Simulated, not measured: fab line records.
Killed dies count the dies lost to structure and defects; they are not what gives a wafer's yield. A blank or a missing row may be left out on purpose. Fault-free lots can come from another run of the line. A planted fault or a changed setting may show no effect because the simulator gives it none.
fab line records | flow rit_cmos
record: lots: 6 | wafers: 18 | last_day: 7
route steps=202 shown CONTACT@176 M1@184
lots with no fault: from the same line, run without faults
start_h: hours from the record's opening day to when the first of the lot's shown wafers began | wait_h: how many hours have passed since the lot's step before this one | " same as the row above | L1.1+2: several wafers, shown together as one row | - value missing, or start not given | * or withheld: withheld | < > ~ a bound
route shown NAME@n: a module of which the file shows steps, and the number in the route of the first | usual: the fault-free wafers' mean and standard deviation | same: alike in all rows | chamber/n: place in a boat | sites: each site's reading | _std_site: the values' standard deviation | _edge_site: inner sites' mean taken away from outer sites' mean | radius_mm: for every site, how far away it sits from the centre of the wafer | mask NAME#n: copy n | behind: the most recent tool/chamber to have shaped the wafer | hold: why the lot was held/for how many hours/how that ended | device: which transistor (n, p or np) failed to switch | end of line: tests of these same wafers at the route's end | a step with no rows: only its recipe | killed: not the wafer's yield, but the dies lost to structure and defects at the first sort | map: a wafer's dies, marking killed ones x, the rest . and places with no die _
set.NAME: setting as actually run; set.NAME@STEP: the setting as run at that earlier step | model.NAME: the simulator's own value behind a step, which no gauge read
lots at some steps of the route; a table a step, a row a wafer
services: the hour from which a tool's chamber was out of use, counted from the record's first day as start_h (under 0 if before that day), plus the number of hours and why
== steps ==
step: RIT_CONTACT_CD_MEAS_08
recipe: target_cd_nm: 1000
usual: cd_nm: 1000.1/2.6
lot.wafer | tool      | chamber | start_h | wait_h | cd_nm
L319.2    | cd_sem-01 | -       | 66.68   | -      | 998.1
L319.5    | "         | -       | "       | "      | 997.5
L319.6    | "         | -       | "       | "      | 999.8
L324.2    | cd_sem-02 | -       | 92.83   | -      | 997.1
L324.4    | "         | -       | "       | "      | 998.6
L324.6    | "         | -       | "       | "      | 998.5
L325.4    | cd_sem-02 | -       | 98.21   | -      | 997.9
L325.5    | "         | -       | "       | "      | 1000.4
L325.6    | "         | -       | "       | "      | 998.2
L334.3    | cd_sem-01 | -       | 153.40  | -      | 998.4
L334.4    | "         | -       | "       | "      | 1001.2
L334.6    | "         | -       | "       | "      | 996.9
L335.2    | cd_sem-02 | -       | 157.35  | -      | 999.6
L335.4    | "         | -       | "       | "      | 1001.3
L335.6    | "         | -       | "       | "      | 1002.5
L336.1    | cd_sem-02 | -       | 158.89  | -      | 1000.1
L336.2    | "         | -       | "       | "      | 997.7
L336.3    | "         | -       | "       | "      | 998.8
step: RIT_CONTACT_OVL_MEAS_09
usual: CONTACT_OVL: -0.4/1.3
lot.wafer | tool       | chamber | start_h | wait_h | CONTACT_OVL[nm]
L319.2    | overlay-01 | -       | 66.78   | 0.1    | -0.7
L319.5    | "          | -       | "       | "      | -0.4
L319.6    | "          | -       | "       | "      | -0.6
L324.2    | overlay-02 | -       | 92.94   | 0.1    | -0.4
L324.4    | "          | -       | "       | "      | -1.4
L324.6    | "          | -       | "       | "      | 0.9
L325.4    | overlay-01 | -       | 98.29   | 0.1    | -1.6
L325.5    | "          | -       | "       | "      | -2.0
L325.6    | "          | -       | "       | "      | -1.0
L334.3    | overlay-01 | -       | 153.49  | 0.1    | 0.1
L334.4    | "          | -       | "       | "      | 0.9
L334.6    | "          | -       | "       | "      | -0.9
L335.2    | overlay-01 | -       | 157.45  | 0.1    | 2.0
L335.4    | "          | -       | "       | "      | 0.6
L335.6    | "          | -       | "       | "      | 0.9
L336.1    | overlay-02 | -       | 159.01  | 0.1    | 0.4
L336.2    | "          | -       | "       | "      | 1.5
L336.3    | "          | -       | "       | "      | 0.3
step: RIT_CONTACT_HARDBAKE_10
recipe: resist: NOVOLAK | temp_c: 140 | time_s: 60
step: RIT_CONTACT_ETCH_11
recipe: target_depth_a: 4800 | over_etch_frac: 0.2 | stop_on: TiSi2 | chemistry: CHF3/CF4/Ar | target: SiO2 | CHF3_flow_sccm: 50 | cf4_flow_sccm: 10 | Ar_flow_sccm: 100 | O2_flow_sccm: 5 | pressure_mtorr: 100 | rf_w: 200 | time_s: 320
usual: drypump_motor_current_A: 5.6/0.47 | mfc_ar_sccm: 100.0/0.3 | oes_product_au: 0.987/0.013 | throttle_valve_pct: 8.87/0.14
same: time_s: 320
lot.wafer | tool        | chamber | start_h | wait_h | drypump_motor_current_A | mfc_ar_sccm | oes_product_au | rf_hours_counter_h | throttle_valve_pct
L319.2    | rie_diel-04 | 3       | 67.06   | 0.1    | 5.1                     | 100.0       | 0.981          | 146                | 8.74
L319.5    | "           | 2       | "       | "      | 5.2                     | 100.4       | 1.000          | -                  | 8.93
L319.6    | "           | 3       | "       | "      | 5.1                     | 99.9        | 0.994          | -                  | 8.74
L324.2    | rie_diel-02 | 1       | 93.21   | 0.1    | 4.9                     | 99.9        | 0.993          | 74                 | 8.80
L324.4    | "           | 3       | "       | "      | 5.2                     | 99.7        | 0.971          | 18                 | 8.86
L324.6    | "           | 2       | "       | "      | 5.4                     | 100.1       | 0.994          | -                  | 8.86
L325.4    | rie_diel-04 | 1       | 98.55   | 0.1    | 5.8                     | 100.3       | 0.995          | 21                 | 9.08
L325.5    | "           | 2       | "       | "      | 5.2                     | 99.9        | 0.981          | -                  | 8.93
L325.6    | "           | 1       | "       | "      | 5.7                     | 99.8        | 0.998          | -                  | 9.08
L334.3    | rie_diel-03 | 0       | 153.66  | 0.1    | 6.2                     | 100.1       | 1.002          | 7                  | 8.83
L334.4    | "           | 1       | "       | "      | 6.7                     | 99.8        | 0.986          | 6                  | 8.71
L334.6    | "           | 0       | "       | "      | 6.2                     | 99.7        | 0.995          | -                  | 8.82
L335.2    | rie_diel-04 | 3       | 157.63  | 0.1    | 5.1                     | 99.6        | 0.985          | 148                | 8.73
L335.4    | "           | 1       | "       | "      | 5.8                     | 100.2       | 1.004          | 22                 | 9.07
L335.6    | "           | 3       | "       | "      | 5.1                     | 99.8        | 0.986          | -                  | 8.76
L336.1    | rie_diel-03 | 2       | 159.56  | 0.1    | 5.8                     | 99.7        | 0.991          | 26                 | 8.74
L336.2    | "           | 0       | "       | "      | 6.2                     | 99.9        | 1.004          | 7                  | 8.86
L336.3    | "           | 3       | "       | "      | 5.7                     | 99.8        | 0.969          | 120                | 8.87
step: RIT_CONTACT_STRIP_12
recipe: chemistry: O2 | time_s: 180 | resist: NOVOLAK | platen_temp_c: withheld | power_w: 500 | pressure_mtorr: 4000 | o2_flow_sccm: 4000
usual: drypump_motor_current_A: 5.6/0.34 | rf_refl_power_W: 6.8/1.7
same: time_s: 180
lot.wafer | tool            | chamber | start_h | wait_h | drypump_motor_current_A | rf_hours_counter_h | rf_refl_power_W
L319.2    | plasma_asher-03 | 1       | 67.25   | 0.1    | 5.7                     | 29                 | 8.1
L319.5    | "               | 1       | "       | "      | 5.7                     | -                  | 8.0
L319.6    | "               | 0       | "       | "      | 6.2                     | -                  | 4.5
L324.2    | plasma_asher-03 | 0       | 93.40   | 0.1    | 6.2                     | 31                 | 4.2
L324.4    | "               | 1       | "       | "      | 5.7                     | -                  | 7.9
L324.6    | "               | 0       | "       | "      | 6.2                     | -                  | 4.1
L325.4    | plasma_asher-03 | 1       | 98.80   | 0.2    | 5.7                     | -                  | 8.2
L325.5    | "               | 0       | "       | "      | 6.2                     | -                  | 3.9
L325.6    | "               | 1       | "       | "      | 5.7                     | -                  | 8.4
L334.3    | plasma_asher-02 | 0       | 153.91  | 0.2    | 5.5                     | -                  | 8.4
L334.4    | "               | 1       | "       | "      | 5.1                     | -                  | 7.5
L334.6    | "               | 1       | "       | "      | 5.1                     | -                  | 7.6
L335.2    | plasma_asher-01 | 1       | 157.83  | 0.1    | 5.5                     | 4                  | 4.8
L335.4    | "               | 0       | "       | "      | 5.5                     | -                  | 6.5
L335.6    | "               | 0       | "       | "      | 5.5                     | -                  | 7.4
L336.1    | plasma_asher-02 | 0       | 159.76  | 0.1    | 5.5                     | 52                 | 8.7
L336.2    | "               | 1       | "       | "      | 5.1                     | 52                 | 7.8
L336.3    | "               | 0       | "       | "      | 5.5                     | -                  | 8.8
step: RIT_CONTACT_CD_MEAS_90
recipe: target_cd_nm: 1000
usual: cd_nm: 1000.0/2.5
lot.wafer | tool      | chamber | start_h | wait_h | cd_nm
L319.2    | cd_sem-02 | -       | 67.45   | 0.1    | 998.3
L319.5    | "         | -       | "       | "      | 997.2
L319.6    | "         | -       | "       | "      | 1000.1
L324.2    | cd_sem-02 | -       | 93.60   | 0.1    | 996.8
L324.4    | "         | -       | "       | "      | 998.6
L324.6    | "         | -       | "       | "      | 998.2
L325.4    | cd_sem-02 | -       | 98.98   | 0.1    | 997.6
L325.5    | "         | -       | "       | "      | 1000.5
L325.6    | "         | -       | "       | "      | 998.1
L334.3    | cd_sem-01 | -       | 154.07  | 0.1    | 998.5
L334.4    | "         | -       | "       | "      | 1001.2
L334.6    | "         | -       | "       | "      | 996.9
L335.2    | cd_sem-02 | -       | 158.02  | 0.1    | 1000.3
L335.4    | "         | -       | "       | "      | 1000.9
L335.6    | "         | -       | "       | "      | 1003.0
L336.1    | cd_sem-02 | -       | 159.93  | 0.1    | 1000.1
L336.2    | "         | -       | "       | "      | 997.7
L336.3    | "         | -       | "       | "      | 999.0
step: RIT_CONTACT_CLEAN_13
recipe: chemistry: SC1 | mix: 3:3:50 | time_s: 600 | temp_c: 75
step: RIT_CONTACT_CLEAN_14
recipe: chemistry: SC2 | mix: 3:3:50 | time_s: 600 | temp_c: 75 | dry: n2_spin
step: RIT_M1_SPUTTER_00
recipe: material: Al | target_thk_nm: 400 | power_w: 2000 | chamber_pressure_pa: 0.4 | gas: Ar | time_s: 500 | substrate_temp_c: 25
usual: throttle_valve_pct: 30.5/0.77
same: time_s: 500
lot.wafer | tool           | chamber | start_h | wait_h | throttle_valve_pct
L319.2    | pvd_sputter-03 | -       | 67.91   | 0.0    | 30.3
L319.5    | "              | -       | "       | "      | 30.5
L319.6    | "              | -       | "       | "      | 30.6
L324.2    | pvd_sputter-04 | -       | 94.05   | 0.0    | 31.3
L324.4    | "              | -       | "       | "      | 30.8
L324.6    | "              | -       | "       | "      | 30.5
L325.4    | pvd_sputter-03 | -       | 99.59   | 0.0    | 28.1
L325.5    | "              | -       | "       | "      | 30.4
L325.6    | "              | -       | "       | "      | 30.6
L334.3    | pvd_sputter-02 | -       | 154.50  | 0.0    | 31.3
L334.4    | "              | -       | "       | "      | 30.5
L334.6    | "              | -       | "       | "      | 31.0
L335.2    | pvd_sputter-04 | -       | 158.49  | 0.0    | 30.4
L335.4    | "              | -       | "       | "      | 31.3
L335.6    | "              | -       | "       | "      | 30.8
L336.1    | pvd_sputter-02 | -       | 160.40  | 0.0    | 30.9
L336.2    | "              | -       | "       | "      | 29.5
L336.3    | "              | -       | "       | "      | 31.1
step: RIT_M1_RS_MEAS_01
recipe: thk_meas_gauge: four-point-probe | reads: Al_of_M1_SPUTTER_00
usual: M1_AL_RS: 0.0732/0.00067
lot.wafer | tool          | chamber | start_h | wait_h | M1_AL_RS[ohm/sq]
L319.2    | film_metro-02 | -       | 68.23   | 0.2    | 0.0738
L319.5    | "             | -       | "       | "      | 0.0735
L319.6    | "             | -       | "       | "      | 0.0730
L324.2    | film_metro-02 | -       | 94.36   | 0.2    | 0.0722
L324.4    | "             | -       | "       | "      | 0.0731
L324.6    | "             | -       | "       | "      | 0.0727
L325.4    | film_metro-02 | -       | 99.95   | 0.2    | 0.0733
L325.5    | "             | -       | "       | "      | 0.0742
L325.6    | "             | -       | "       | "      | 0.0740
L334.3    | film_metro-04 | -       | 154.84  | 0.2    | 0.0721
L334.4    | "             | -       | "       | "      | 0.0722
L334.6    | "             | -       | "       | "      | 0.0727
L335.2    | film_metro-01 | -       | 158.80  | 0.2    | 0.0722
L335.4    | "             | -       | "       | "      | 0.0717
L335.6    | "             | -       | "       | "      | 0.0718
L336.1    | film_metro-04 | -       | 160.70  | 0.1    | 0.0733
L336.2    | "             | -       | "       | "      | 0.0728
L336.3    | "             | -       | "       | "      | 0.0732
step: RIT_M1_THK_MEAS_02
recipe: thk_meas_gauge: xrf | reads: Al_of_M1_SPUTTER_00
usual: M1_AL_THK: 402/3.5
lot.wafer | tool          | chamber | start_h | wait_h | M1_AL_THK[nm]
L319.2    | film_metro-02 | -       | 68.34   | 0.1    | 399
L319.5    | "             | -       | "       | "      | 401
L319.6    | "             | -       | "       | "      | 402
L324.2    | film_metro-02 | -       | 94.47   | 0.1    | 408
L324.4    | "             | -       | "       | "      | 405
L324.6    | "             | -       | "       | "      | 404
L325.4    | film_metro-02 | -       | 100.04  | 0.1    | 401
L325.5    | "             | -       | "       | "      | 396
L325.6    | "             | -       | "       | "      | 396
L334.3    | film_metro-04 | -       | 154.94  | 0.1    | 403
L334.4    | "             | -       | "       | "      | 406
L334.6    | "             | -       | "       | "      | 404
L335.2    | film_metro-01 | -       | 158.91  | 0.1    | 409
L335.4    | "             | -       | "       | "      | 411
L335.6    | "             | -       | "       | "      | 408
L336.1    | film_metro-04 | -       | 160.82  | 0.1    | 401
L336.2    | "             | -       | "       | "      | 403
L336.3    | "             | -       | "       | "      | 399
step: RIT_M1_HMDS_03
recipe: prime_time_s: 60 | prime_temp_c: 140
step: RIT_M1_COAT_04
recipe: resist: NOVOLAK | spin_rpm: 2000 | resist_thk_nm: 1300
usual: chill_plate_temp_C: 23.00/0.11 | dispense_pressure_kPa: 49.2/2.7 | exhaust_pa: 45.0/0.86
lot.wafer | tool           | chamber | start_h | wait_h | chill_plate_temp_C | dispense_pressure_kPa | exhaust_pa
L319.2    | litho_track-02 | 0       | 68.56   | 0.1    | 23.04              | 46.0                  | 43.8
L319.5    | "              | 0       | "       | "      | 22.91              | 46.0                  | 45.7
L319.6    | "              | 0       | "       | "      | 23.09              | 45.9                  | 43.9
L324.2    | litho_track-01 | -       | 94.69   | 0.1    | -                  | -                     | -
L324.4    | "              | -       | "       | "      | -                  | -                     | -
L324.6    | "              | -       | "       | "      | -                  | -                     | -
L325.4    | litho_track-04 | -       | 100.29  | 0.1    | -                  | -                     | -
L325.5    | "              | -       | "       | "      | -                  | -                     | -
L325.6    | "              | -       | "       | "      | -                  | -                     | -
L334.3    | litho_track-01 | 0       | 155.18  | 0.1    | 22.92              | 52.4                  | 45.2
L334.4    | "              | 0       | "       | "      | 22.84              | 52.4                  | 44.6
L334.6    | "              | 0       | "       | "      | 22.84              | 52.4                  | 44.8
L335.2    | litho_track-04 | 0       | 159.14  | 0.1    | 23.02              | 48.3                  | 44.8
L335.4    | "              | 0       | "       | "      | 23.00              | 48.3                  | 45.3
L335.6    | "              | 0       | "       | "      | 22.94              | 48.3                  | 44.7
L336.1    | litho_track-02 | 0       | 161.03  | 0.1    | 22.99              | 46.0                  | 45.2
L336.2    | "              | 0       | "       | "      | 22.97              | 46.0                  | 45.2
L336.3    | "              | 0       | "       | "      | 23.06              | 45.9                  | 45.6
step: RIT_M1_SOFTBAKE_05
recipe: resist: NOVOLAK | temp_c: 90 | time_s: 60
step: RIT_M1_EXPOSE_06
recipe: mask_id: M12 | na: 0.6 | source_shape: conventional | sigma_outer: 0.5 | target_cd_nm: 2600 | dose_mj: 250
step: RIT_M1_PEB_07
recipe: resist: NOVOLAK | temp_c: withheld | time_s: withheld
step: RIT_M1_DEVELOP_08
recipe: resist: NOVOLAK | develop_time_s: 68 | dev_temp_c: 23
step: RIT_M1_CD_MEAS_09
recipe: target_cd_nm: 2600
usual: cd_nm: 2599.8/2.2
lot.wafer | tool      | chamber | start_h | wait_h | cd_nm
L319.2    | cd_sem-01 | -       | 69.41   | -      | 2604.7
L319.5    | "         | -       | "       | "      | 2603.5
L319.6    | "         | -       | "       | "      | 2604.9
L324.2    | cd_sem-02 | -       | 95.42   | -      | -
L324.4    | "         | -       | "       | "      | -
L324.6    | "         | -       | "       | "      | -
L325.4    | cd_sem-02 | -       | 101.01  | -      | -
L325.5    | "         | -       | "       | "      | -
L325.6    | "         | -       | "       | "      | -
L334.3    | cd_sem-02 | -       | 156.02  | -      | 2601.1
L334.4    | "         | -       | "       | "      | 2600.2
L334.6    | "         | -       | "       | "      | 2600.9
L335.2    | cd_sem-02 | -       | 160.07  | -      | 2596.3
L335.4    | "         | -       | "       | "      | 2600.7
L335.6    | "         | -       | "       | "      | 2598.7
L336.1    | cd_sem-02 | -       | 161.88  | -      | 2600.4
L336.2    | "         | -       | "       | "      | 2601.7
L336.3    | "         | -       | "       | "      | 2602.0
step: RIT_M1_OVL_MEAS_10
usual: M1_OVL: 0.6/1.5
lot.wafer | tool       | chamber | start_h | wait_h | M1_OVL[nm]
L319.2    | overlay-01 | -       | 69.52   | 0.1    | -1.2
L319.5    | "          | -       | "       | "      | 2.0
L319.6    | "          | -       | "       | "      | 2.4
L324.2    | overlay-01 | -       | 95.53   | 0.1    | -
L324.4    | "          | -       | "       | "      | -
L324.6    | "          | -       | "       | "      | -
L325.4    | overlay-01 | -       | 101.09  | 0.1    | -
L325.5    | "          | -       | "       | "      | -
L325.6    | "          | -       | "       | "      | -
L334.3    | overlay-01 | -       | 156.11  | 0.1    | -0.6
L334.4    | "          | -       | "       | "      | 0.7
L334.6    | "          | -       | "       | "      | 0.2
L335.2    | overlay-01 | -       | 160.18  | 0.1    | 1.6
L335.4    | "          | -       | "       | "      | -0.5
L335.6    | "          | -       | "       | "      | 0.6
L336.1    | overlay-02 | -       | 162.00  | 0.1    | -1.1
L336.2    | "          | -       | "       | "      | -0.7
L336.3    | "          | -       | "       | "      | -0.1
step: RIT_M1_PROBE_99
usual: defect_limited_yield: 97.3/1.1 | killed_at_M0_to_M3: 0/0 | killed_at_contacts: 0.1/0.31 | killed_at_front_end: 7.1/2.8 | killed_dies: 7.2/2.8 | killed_on_rim: 1.8/1.3 | killed_open: 3.5/2 | killed_short: 3.7/1.9 | sort_bin_3_pad_short: 0.1/0.22 | sort_bin_5_function: 1.6/0.77 | sort_bin_6_memory: 1.0/0.59 | sort_n_pass: 256.8/2.8 | sort_yield_pct: 97.3/1.1
same: gross_dies: 264 | killed_at_M4_up: 0 | killed_at_back_side: 0 | killed_at_other: 0
lot.wafer | tool      | chamber | start_h | wait_h | defect_limited_yield[%] | killed_at_M0_to_M3 | killed_at_contacts | killed_at_front_end | killed_dies | killed_on_rim | killed_open | killed_short | sort_bin_3_pad_short[%] | sort_bin_5_function[%] | sort_bin_6_memory[%] | sort_n_pass | sort_yield_pct[%]
L319.2    | prober-02 | -       | 73.72   | 0.1    | 95.8                    | 0                  | 0                  | 11                  | 11          | 3             | 6           | 5            | 0                       | 3.0                    | 1.1                  | 253.0       | 95.8
L319.5    | prober-02 | -       | 73.87   | 0.2    | 98.5                    | 0                  | 0                  | 4                   | 4           | 0             | 0           | 4            | 0                       | 0.8                    | 0.8                  | 260.0       | 98.5
L319.6    | prober-02 | -       | 73.92   | 0.2    | 98.5                    | 0                  | 0                  | 4                   | 4           | 0             | 2           | 2            | 0                       | 0.8                    | 0.8                  | 260.0       | 98.5
L324.2    | prober-01 | -       | 100.24  | 0.1    | 0                       | 259                | 0                  | 5                   | 264         | 70            | 1           | 4            | 0                       | 99.6                   | 0.4                  | 0           | 0
L324.4    | prober-01 | -       | 100.34  | 0.2    | 0                       | 257                | 1                  | 6                   | 264         | 70            | 2           | 5            | 0                       | 98.9                   | 1.1                  | 0           | 0
L324.6    | prober-01 | -       | 100.44  | 0.2    | 0                       | 257                | 0                  | 7                   | 264         | 70            | 2           | 5            | 0                       | 98.1                   | 1.9                  | 0           | 0
L325.4    | prober-02 | -       | 107.11  | 0.2    | 0                       | 259                | 0                  | 5                   | 264         | 70            | 2           | 3            | 0                       | 99.2                   | 0.8                  | 0           | 0
L325.5    | prober-02 | -       | 107.16  | 0.2    | 0                       | 259                | 0                  | 5                   | 264         | 70            | 1           | 4            | 0                       | 99.2                   | 0.8                  | 0           | 0
L325.6    | prober-02 | -       | 107.21  | 0.2    | 0                       | 259                | 0                  | 5                   | 264         | 70            | 2           | 3            | 0                       | 99.2                   | 0.8                  | 0           | 0
L334.3    | prober-01 | -       | 159.27  | 0.2    | 97.3                    | 0                  | 0                  | 7                   | 7           | 2             | 3           | 4            | 0.4                     | 1.9                    | 0.4                  | 257.0       | 97.3
L334.4    | prober-01 | -       | 159.32  | 0.2    | 97.0                    | 0                  | 0                  | 8                   | 8           | 0             | 4           | 4            | 0                       | 1.5                    | 1.5                  | 256.0       | 97.0
L334.6    | prober-01 | -       | 159.42  | 0.2    | 98.9                    | 0                  | 0                  | 3                   | 3           | 1             | 2           | 1            | 0                       | 0.8                    | 0.4                  | 261.0       | 98.9
L335.2    | prober-02 | -       | 163.72  | 0.1    | 97.0                    | 0                  | 0                  | 8                   | 8           | 1             | 4           | 4            | 0                       | 1.1                    | 1.9                  | 256.0       | 97.0
L335.4    | prober-02 | -       | 163.82  | 0.2    | 98.1                    | 0                  | 0                  | 5                   | 5           | 0             | 3           | 2            | 0                       | 0.8                    | 1.1                  | 259.0       | 98.1
L335.6    | prober-02 | -       | 163.92  | 0.2    | 95.5                    | 0                  | 0                  | 12                  | 12          | 3             | 6           | 6            | 0                       | 3.4                    | 1.1                  | 252.0       | 95.5
L336.1    | prober-01 | -       | 164.94  | 0.1    | 97.7                    | 0                  | 0                  | 6                   | 6           | 3             | 4           | 2            | 0                       | 0                      | 2.3                  | 258.0       | 97.7
L336.2    | prober-01 | -       | 164.99  | 0.1    | 97.7                    | 0                  | 0                  | 6                   | 6           | 2             | 0           | 6            | 0.4                     | 0.8                    | 1.1                  | 258.0       | 97.7
L336.3    | prober-01 | -       | 165.04  | 0.2    | 95.5                    | 0                  | 0                  | 12                  | 12          | 3             | 6           | 6            | 0                       | 2.3                    | 2.3                  | 252.0       | 95.5
killed by level:class
L319.2 SILICIDE:geometric_particle:short=3 FOX2:geometric_particle:open=2 FOX1:geometric_particle:open=1 FOX1:geometric_particle:short=1 GATE:geometric_particle:short=1 GATE:geometric_particle:open=1 REOX:geometric_particle:open=1 SILICIDE:geometric_particle:open=1
L319.5 GATE:geometric_particle:short=2 FOX1:geometric_particle:short=1 REOX:geometric_particle:short=1
L319.6 SPACER:geometric_particle:open=2 GATE:geometric_particle:short=1 SILICIDE:geometric_particle:short=1
L324.2 M1:area_expose=259 FOX1:geometric_particle:short=2 GATE:geometric_particle:short=1 GATE:geometric_particle:open=1 SPACER:geometric_particle:short=1
L324.4 M1:area_expose=257 GATE:geometric_particle:short=2 FOX1:geometric_particle:open=1 FOX2:geometric_particle:short=1 SPACER:geometric_particle:open=1 SPACER:geometric_particle:short=1 CONTACT:geometric_particle:short=1
L324.6 M1:area_expose=257 GATE:geometric_particle:short=4 FOX1:geometric_particle:open=1 SPACER:geometric_particle:open=1 SILICIDE:geometric_particle:short=1
L325.4 M1:area_expose=259 FOX2:geometric_particle:short=2 REOX:geometric_particle:open=1 SPACER:geometric_particle:open=1 SILICIDE:geometric_particle:short=1
L325.5 M1:area_expose=259 FOX2:geometric_particle:short=2 FOX2:geometric_particle:open=1 GATE:geometric_particle:short=1 SILICIDE:geometric_particle:short=1
L325.6 M1:area_expose=259 FOX2:geometric_particle:short=2 FOX1:geometric_particle:open=1 SPACER:geometric_particle:open=1 SILICIDE:geometric_particle:short=1
L334.3 FOX1:geometric_particle:short=2 GATE:geometric_particle:open=2 GATE:geometric_particle:short=2 REOX:geometric_particle:open=1
L334.4 GATE:geometric_particle:open=4 GATE:geometric_particle:short=3 REOX:geometric_particle:short=1
L334.6 FOX1:geometric_particle:open=2 GATE:geometric_particle:short=1
L335.2 SPACER:geometric_particle:short=3 GATE:geometric_particle:open=2 FOX2:geometric_particle:short=1 REOX:geometric_particle:open=1 SPACER:geometric_particle:open=1
L335.4 FOX1:geometric_particle:short=1 FOX2:geometric_particle:open=1 GATE:geometric_particle:open=1 REOX:geometric_particle:short=1 SPACER:geometric_particle:open=1
L335.6 FOX2:geometric_particle:short=2 GATE:geometric_particle:open=2 GATE:geometric_particle:short=2 REOX:geometric_particle:open=2 SPACER:geometric_particle:short=2 SPACER:geometric_particle:open=2
L336.1 FOX2:geometric_particle:open=2 GATE:geometric_particle:short=2 REOX:geometric_particle:open=2
L336.2 GATE:geometric_particle:short=2 FOX1:geometric_particle:short=1 FOX2:geometric_particle:short=1 SPACER:geometric_particle:short=1 SILICIDE:geometric_particle:short=1
L336.3 GATE:geometric_particle:short=4 REOX:geometric_particle:short=2 SILICIDE:geometric_particle:open=2 FOX2:geometric_particle:open=1 GATE:geometric_particle:open=1 REOX:geometric_particle:open=1 SPACER:geometric_particle:open=1
map L324.2 (x killed, . not)
________xxxxxxx_______
_____xxxxxxxxxxxxx____
____xxxxxxxxxxxxxxx___
___xxxxxxxxxxxxxxxxx__
__xxxxxxxxxxxxxxxxxxx_
__xxxxxxxxxxxxxxxxxxx_
_xxxxxxxxxxxxxxxxxxxxx
_xxxxxxxxxxxxxxxxxxxxx
_xxxxxxxxxxxxxxxxxxxxx
_xxxxxxxxxxxxxxxxxxxxx
__xxxxxxxxxxxxxxxxxxx_
__xxxxxxxxxxxxxxxxxxx_
___xxxxxxxxxxxxxxxxx__
____xxxxxxxxxxxxxxx___
_____xxxxxxxxxxxxx____
________xxxxxxx_______
map L325.4 (x killed, . not)
________xxxxxxx_______
_____xxxxxxxxxxxxx____
____xxxxxxxxxxxxxxx___
___xxxxxxxxxxxxxxxxx__
__xxxxxxxxxxxxxxxxxxx_
__xxxxxxxxxxxxxxxxxxx_
_xxxxxxxxxxxxxxxxxxxxx
_xxxxxxxxxxxxxxxxxxxxx
_xxxxxxxxxxxxxxxxxxxxx
_xxxxxxxxxxxxxxxxxxxxx
__xxxxxxxxxxxxxxxxxxx_
__xxxxxxxxxxxxxxxxxxx_
___xxxxxxxxxxxxxxxxx__
____xxxxxxxxxxxxxxx___
_____xxxxxxxxxxxxx____
________xxxxxxx_______
== services ==
tool            | chamber | start_h | hours | kind
rie_diel-03     | -       | 59.64   | 14.6  | pm
pvd_sputter-02  | -       | 68.50   | 4.9   | repair
pvd_sputter-02  | -       | 69.62   | 0.8   | repair
rie_diel-04     | -       | 81.79   | 0.2   | repair
pvd_sputter-03  | -       | 84.26   | 0.6   | repair
plasma_asher-01 | -       | 87.05   | 0.5   | repair
rie_diel-03     | 0       | 90.94   | 21.9  | repair
rie_diel-03     | 1       | 100.13  | 4.4   | repair
pvd_sputter-02  | -       | 105.72  | 4.6   | repair
rie_diel-02     | 3       | 105.79  | 8.8   | repair
plasma_asher-01 | -       | 108.75  | 9.0   | pm
plasma_asher-01 | 0       | 108.75  | 9.0   | vent_cycle
plasma_asher-01 | 1       | 108.75  | 9.0   | vent_cycle
rie_diel-03     | 2       | 109.74  | 5.4   | repair
rie_diel-03     | 0       | 113.59  | 2.4   | repair
plasma_asher-01 | 0       | 117.75  | -     | clean
plasma_asher-01 | 1       | 117.75  | -     | clean
plasma_asher-02 | -       | 119.68  | 1.4   | repair
pvd_sputter-02  | -       | 125.03  | 1.6   | repair
pvd_sputter-04  | -       | 149.80  | 5.3   | repair
rie_diel-02     | -       | 156.58  | 0.1   | repair
rie_diel-04     | 3       | 160.90  | -     | clean
== key ==
first_sign: step: RIT_M1_COAT_04 | reading: tool_record | direction: missing
effect: step: RIT_M1_CD_MEAS_09 | reading: cd_nm | direction: missing
effect: step: RIT_M1_OVL_MEAS_10 | reading: M1_OVL | direction: missing
effect: step: RIT_M1_PROBE_99 | reading: killed_at_M0_to_M3 | direction: up | sigmas: 99+ | usual: 0 | struck: 258.3
more_kills_born_at: RIT_M1_EXPOSE_06@iline_stepper-02: 1550
met_at RIT_M1_COAT_04
struck_wafers L324.2,L324.4,L324.6,L325.4,L325.5,L325.6
later_rows_left_out L324.2,L324.4,L324.6,L325.4,L325.5,L325.6
fault: kind: skipped_step_whole | tool: litho_track-01,litho_track-04 | chamber: - | onset_h: 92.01 | steps: RIT_M1_COAT_04 | scope: struck_lots_only
later_rows_left_out: the simulator's readings of these wafers behind a module that went badly wrong aren't trusted and aren't shown, but for the sort
